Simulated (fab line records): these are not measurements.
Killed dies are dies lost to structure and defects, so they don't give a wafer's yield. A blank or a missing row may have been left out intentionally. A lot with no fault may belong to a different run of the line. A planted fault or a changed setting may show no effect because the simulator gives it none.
Chamber matching	flow rit_cmos	4 sister chambers for RIT_GATE_ETCH_19 on rie_si-01
The step etches poly-Si in SF6/CHF3/O2, stops on SiO2, time 165 s, target depth 312.5 nm. 4 wafers are shown with their chamber, then 7 later ones without.

== WAFERS WITH THEIR CHAMBER ==
wafer	chamber	throttle_valve_pct (%)
L851.3	2	10.40
L851.6	3	10.26
L853.2	0	10.00
L853.4	1	10.22

== WAFERS MISSING THEIR CHAMBER ==
wafer	throttle_valve_pct (%)
L853.5	10.21
L857.1	10.23
L857.2	9.99
L857.4	10.28
L861.2	10.41
L861.5	9.99
L861.6	10.23

== THE CHAMBER EACH PASSED THROUGH ==
wafer	from the rows above	in truth
L853.5	1	1
L857.1	can't be placed: 1 or 3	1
L857.2	0	0
L857.4	3	3
L861.2	2	2
L861.5	0	0
L861.6	can't be placed: 1 or 3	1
Correctly placed: 5 of 7. These rows do not allow placing 2 (true chamber among the candidates in 2). Wrongly placed: 0.
How it was worked out, from the rows above alone: a wafer's distance from a chamber is the root of the sum, over the readings, of the square of ((its reading less the chamber's mean) divided by the reading's scatter). The wafer belongs to the nearest chamber; if the next one is less than 2 further off, it can't be placed. The mean given for a chamber averages the wafers shown for that chamber. The scatter: with one shown wafer a chamber, the root of the mean of the squares of how far each hidden wafer lies from its nearest shown one.
